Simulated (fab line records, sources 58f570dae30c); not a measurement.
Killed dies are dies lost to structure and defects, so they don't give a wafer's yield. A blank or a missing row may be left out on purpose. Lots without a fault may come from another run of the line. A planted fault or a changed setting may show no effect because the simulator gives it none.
A struck lot beside a sound one | flow berkeley_cmos170 | 43 steps out of a route of 331
Sound: wafers L924.1, L924.4, L924.5. Struck: wafer L934.1. (L934.2, L934.6 of the same lot were not struck and are left out.) The cause comes at the end.
At each step with rows: each side's tool, then ch and its chambers, then its first start. Under that, the readings that differ: sound wafers | struck wafers | difference of the means | sigmas: that difference in standard deviations of wafers without a fault.
alike: readings whose means differ by less than 2 such deviations, and words and numbers that are the same on both sides. not compared: withheld readings, readings that some wafer has no value for, bounds like >300 that may hide the same value, and numbers for which the record gives no deviation and whose values overlap.
The two part at a step that has a row with sigmas, a row that says differs or no value, or rows on one side only. Numbers that don't overlap but have no deviation are shown without sigmas and don't part them. A reading that every wafer of one side lacks parts them only if that side has two wafers or more.

UCB170_PLDD_TW_MEAS_11:
  sound on film_metro-02, day 10 03:34; struck on film_metro-01, day 11 18:23
  alike: PLDD_TW
then, 7 steps without rows for these wafers: UCB170_PLDD_CLEAN_12 (cleans in SPM, time 600 s); UCB170_NLDD_HMDS_00 (prime time 60 s); UCB170_NLDD_COAT_01 (resist thk 900 nm); UCB170_NLDD_SOFTBAKE_02 (time 60 s); UCB170_NLDD_EXPOSE_03 (exposes mask NSELECT, target cd 1200 nm); UCB170_NLDD_PEB_04; UCB170_NLDD_DEVELOP_05 (develop time 45 s).
UCB170_NLDD_CD_MEAS_06: target cd 1200 nm.
  sound on cd_sem-02, day 10 04:39; struck on cd_sem-02, day 11 19:50
  alike: cd_nm
UCB170_NLDD_OVL_MEAS_07:
  sound on overlay-01, day 10 04:46; struck on overlay-01, day 11 19:57
  alike: NLDD_OVL
then, 2 steps without rows for these wafers: UCB170_NLDD_IMPLANT_08; UCB170_NLDD_IMPLANT_09.
UCB170_NLDD_STRIP_10: strips in O2.
  sound on plasma_asher-04 ch 0,1, day 10 05:06; struck on plasma_asher-04 ch 0, day 11 20:17
  reading                      | sound             | struck | difference | sigmas
  strip_time_to_endpoint_s (s) | 21.58 21.55 21.56 | 21.68  | +0.12      | +2
  alike: drypump_motor_current_A, oes_product_au
  not compared: rf_hours_counter_h
UCB170_NLDD_TW_MEAS_11:
  sound on film_metro-01, day 10 05:12; struck on film_metro-03, day 11 20:23
  alike: NLDD_TW
then, 1 step without rows for these wafers: UCB170_NLDD_CLEAN_12 (cleans in SPM, time 600 s).
UCB170_SPACER_CVD_00: deposits SiO2 from TEOS/O2, target thk 376 nm, time 47 s.
  sound on pecvd-01 ch 0,2, day 10 05:41; struck on pecvd-01 ch 2, day 11 20:48
  alike: heater_power_w
UCB170_SPACER_THK_MEAS_01:
  sound on film_metro-04, day 10 05:44; struck on film_metro-04, day 11 20:50
  alike: SPACER_TEOS_THK
then, 1 step without rows for these wafers: UCB170_SPACER_ANNEAL_02 (time 1800 s).
UCB170_SPACER_ETCHBACK_03: etches SiO2 in CHF3/CF4/Ar, stops on Si, target depth 376 nm, time 100 s.
  sound on rie_diel-04 ch 0,1, day 10 11:08; struck on rie_diel-01 ch 0, day 12 01:56
  reading                     | sound          | struck | difference | sigmas
  drypump_motor_current_A (A) | 5.0 5.3 5.0    | 6.4    | +1.3       | +3
  throttle_valve_pct (%)      | 6.48 6.49 6.48 | 6.28   | -0.20      | -2
  alike: mfc_ar_sccm, oes_product_au
  not compared: rf_hours_counter_h
then, 6 steps without rows for these wafers: UCB170_PSD_HMDS_00 (prime time 60 s); UCB170_PSD_COAT_01 (resist thk 900 nm); UCB170_PSD_SOFTBAKE_02 (time 60 s); UCB170_PSD_EXPOSE_03 (exposes mask PSELECT MOD, target cd 1200 nm); UCB170_PSD_PEB_04; UCB170_PSD_DEVELOP_05 (develop time 45 s).
UCB170_PSD_CD_MEAS_06: target cd 1200 nm.
  sound on cd_sem-02, day 10 12:20; struck on cd_sem-02, day 12 04:49
  reading    | sound                | struck | difference | sigmas
  cd_nm (nm) | 1202.9 1202.9 1201.8 | 1199.5 | -3.0       | -3
UCB170_PSD_OVL_MEAS_07:
  sound on overlay-01, day 10 12:27; struck on overlay-01, day 12 04:56
  alike: PSD_OVL
then, 1 step without rows for these wafers: UCB170_PSD_IMPLANT_08.
UCB170_PSD_STRIP_09: strips in O2.
  sound on plasma_asher-04 ch 0,1, day 10 12:38; struck on plasma_asher-01 ch 1, day 12 05:07
  reading                     | sound       | struck | difference | sigmas
  drypump_motor_current_A (A) | 5.5 5.5 5.3 | 6.4    | +1.0       | +2
  alike: oes_product_au, strip_time_to_endpoint_s
  not compared: rf_hours_counter_h
UCB170_PSD_TW_MEAS_10:
  sound on film_metro-03, day 10 12:44; struck on film_metro-03, day 12 05:13
  alike: PSD_TW
then, 7 steps without rows for these wafers: UCB170_PSD_CLEAN_11 (cleans in SPM, time 600 s); UCB170_NSD_HMDS_00 (prime time 60 s); UCB170_NSD_COAT_01 (resist thk 900 nm); UCB170_NSD_SOFTBAKE_02 (time 60 s); UCB170_NSD_EXPOSE_03 (exposes mask NSELECT MOD, target cd 1200 nm); UCB170_NSD_PEB_04; UCB170_NSD_DEVELOP_05 (develop time 45 s).
UCB170_NSD_CD_MEAS_06: target cd 1200 nm.
  sound on cd_sem-01, day 10 16:49; struck on cd_sem-01, day 12 08:14
  alike: cd_nm
UCB170_NSD_OVL_MEAS_07:
  sound on overlay-02, day 10 16:56; struck on overlay-02, day 12 08:21
  alike: NSD_OVL
then, 1 step without rows for these wafers: UCB170_NSD_IMPLANT_08.
UCB170_NSD_STRIP_09: strips in O2.
  sound on plasma_asher-02 ch 0,1, day 10 17:07; struck on plasma_asher-01 ch 0, day 12 08:32
  reading                     | sound          | struck | difference | sigmas
  drypump_motor_current_A (A) | 6.40 6.05 6.38 | 5.59   | -0.69      | -2
  alike: oes_product_au, strip_time_to_endpoint_s
  not compared: rf_hours_counter_h
UCB170_NSD_TW_MEAS_10:
  sound on film_metro-01, day 10 17:13; struck on film_metro-02, day 12 08:38
  reading | sound          | struck | difference | sigmas
  NSD_TW  | 4256 4249 4264 | 4192   | -64        | -3
UCB170_M3_PROBE_99:
  the record has rows for the struck wafers here (prober-01, day 13 08:44) and none for the sound ones

WHERE THEY PART
First at UCB170_NLDD_STRIP_10; last, within this record, at UCB170_M3_PROBE_99.

WHY: what the simulator had put in
Chamber particle source: plasma_asher-04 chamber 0, from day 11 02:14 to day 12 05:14, at UCB170_NLDD_STRIP_10. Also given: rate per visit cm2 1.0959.
